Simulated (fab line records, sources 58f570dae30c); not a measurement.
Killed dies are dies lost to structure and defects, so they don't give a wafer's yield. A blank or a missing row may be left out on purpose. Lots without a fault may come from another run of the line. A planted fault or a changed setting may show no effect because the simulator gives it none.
A struck lot beside a sound one | flow berkeley_cmos170 | 29 steps out of a route of 331
Sound: wafers L428.1, L428.4, L428.6. Struck: wafers L437.4, L437.5. The cause comes at the end.
At each step with rows: each side's tool, then ch and its chambers, then its first start. Under that, the readings that differ: sound wafers | struck wafers | difference of the means | sigmas: that difference in standard deviations of wafers without a fault.
alike: readings whose means differ by less than 2 such deviations, and words and numbers that are the same on both sides. not compared: withheld readings, readings that some wafer has no value for, bounds like >300 that may hide the same value, and numbers for which the record gives no deviation and whose values overlap.
The two part at a step that has a row with sigmas, a row that says differs or no value, or rows on one side only. Numbers that don't overlap but have no deviation are shown without sigmas and don't part them. A reading that every wafer of one side lacks parts them only if that side has two wafers or more.

UCB170_ACTIVE_THK_MEAS_03:
  sound on film_metro-02, day 6 02:28; struck on film_metro-02, day 7 07:34
  alike: ACTIVE_OXIDE_THK
then, 2 steps without rows for these wafers: UCB170_ACTIVE_ANNEAL_04 (time 900 s); UCB170_ACTIVE_CVD_05 (deposits Si3N4 from SiH2Cl2/NH3, target thk 220 nm, time 3300 s).
UCB170_ACTIVE_THK_MEAS_06:
  sound on film_metro-02, day 6 09:50; struck on film_metro-04, day 7 15:37
  alike: ACTIVE_NITRIDE_THK
then, 6 steps without rows for these wafers: UCB170_ACTIVE_HMDS_07 (prime time 60 s); UCB170_ACTIVE_COAT_08 (resist thk 900 nm); UCB170_ACTIVE_SOFTBAKE_09 (time 60 s); UCB170_ACTIVE_EXPOSE_10 (exposes mask ACTIVE, target cd 1200 nm); UCB170_ACTIVE_PEB_11; UCB170_ACTIVE_DEVELOP_12 (develop time 45 s).
UCB170_ACTIVE_CD_MEAS_13: target cd 1200 nm.
  sound on cd_sem-01, day 6 10:44; struck on cd_sem-01, day 7 16:58
  alike: cd_nm
UCB170_ACTIVE_OVL_MEAS_14:
  sound on overlay-01, day 6 10:51; struck on overlay-02, day 7 17:03
  alike: ACTIVE_OVL
UCB170_ACTIVE_ETCH_15: etches Si3N4 in CH3F/Ar/O2, stops on SiO2, target depth 242 nm, time 151 s.
  sound on rie_diel-01 ch 1,2,3, day 6 10:53; struck on rie_diel-02 ch 0,2, day 7 17:04
  reading                                       | sound             | struck      | difference | sigmas
  model.SiO2_of_ACTIVE_OXIDATION_02.thk_nm (nm) | 21.98 21.98 21.74 | 22.53 22.03 | +0.38      |
  alike: O2_flow_sccm, chamber_pressure_mTorr, drypump_motor_current_A, oes_product_au, throttle_valve_pct
  not compared: rf_hours_counter_h
UCB170_ACTIVE_STRIP_16: strips in O2.
  sound on plasma_asher-04 ch 0,1, day 6 10:59; struck on plasma_asher-04 ch 0,1, day 7 17:12
  reading                        | sound          | struck    | difference | sigmas
  chamber_pressure_mTorr (mTorr) | 3499 3565 3497 | 3499 3499 | -21        | -3
  alike: drypump_motor_current_A, o2_flow_sccm, oes_product_au, strip_time_to_endpoint_s
  not compared: rf_hours_counter_h
UCB170_ACTIVE_CD_MEAS_90: target cd 1200 nm.
  sound on cd_sem-01, day 6 11:05; struck on cd_sem-02, day 7 17:20
  alike: cd_nm
then, 7 steps without rows for these wafers: UCB170_ACTIVE_CLEAN_17 (cleans in SPM, time 600 s); UCB170_PFIELD_HMDS_00 (prime time 60 s); UCB170_PFIELD_COAT_01 (resist thk 900 nm); UCB170_PFIELD_SOFTBAKE_02 (time 60 s); UCB170_PFIELD_EXPOSE_03 (exposes mask PFIELD, target cd 1500 nm); UCB170_PFIELD_PEB_04; UCB170_PFIELD_DEVELOP_05 (develop time 45 s).
UCB170_PFIELD_OVL_MEAS_06:
  sound on overlay-01, day 6 12:23; struck on overlay-02, day 7 18:55
  alike: PFIELD_OVL
then, 1 step without rows for these wafers: UCB170_PFIELD_IMPLANT_07.
UCB170_PFIELD_STRIP_08: strips in O2.
  sound on plasma_asher-01 ch 0,1, day 6 12:34; struck on plasma_asher-01 ch 1, day 7 19:07
  reading                      | sound             | struck      | difference | sigmas
  drypump_motor_current_A (A)  | 5.76 5.07 5.05    | 5.82 5.81   | +0.52      | +2
  strip_time_to_endpoint_s (s) | 21.74 21.75 21.68 | 21.53 21.53 | -0.19      | -3
  alike: chamber_pressure_mTorr, o2_flow_sccm, oes_product_au
  not compared: rf_hours_counter_h
UCB170_PFIELD_TW_MEAS_09:
  sound on film_metro-04, day 6 12:40; struck on film_metro-04, day 7 19:13
  alike: PFIELD_TW
UCB170_FIELD_CLEAN_00: cleans in dHF, time 7.5 s.
  sound on wet_bench-04 ch 1, day 6 12:44; struck on wet_bench-04 ch 1, day 7 19:14
  reading                                       | sound           | struck      | difference | sigmas
  model.SiO2_of_ACTIVE_OXIDATION_02.thk_nm (nm) | 20.5 20.5 20.26 | 21.07 20.57 | +0.40      |
then, 1 step without rows for these wafers: UCB170_FIELD_OXIDATION_01 (target thk 558.3 nm, ox time 7200 s).
-- the record jumps here: 4 days lie between the struck wafers' starts before and after (it left off in module FIELD and takes up again in module M3, whose first step shown is number 331 of the route) --
UCB170_M3_PROBE_99:
  the record has rows for the struck wafers here (prober-01, day 11 21:41) and none for the sound ones

WHERE THEY PART
First at UCB170_ACTIVE_STRIP_16; last, within this record, at UCB170_M3_PROBE_99.

WHY: what the simulator had put in
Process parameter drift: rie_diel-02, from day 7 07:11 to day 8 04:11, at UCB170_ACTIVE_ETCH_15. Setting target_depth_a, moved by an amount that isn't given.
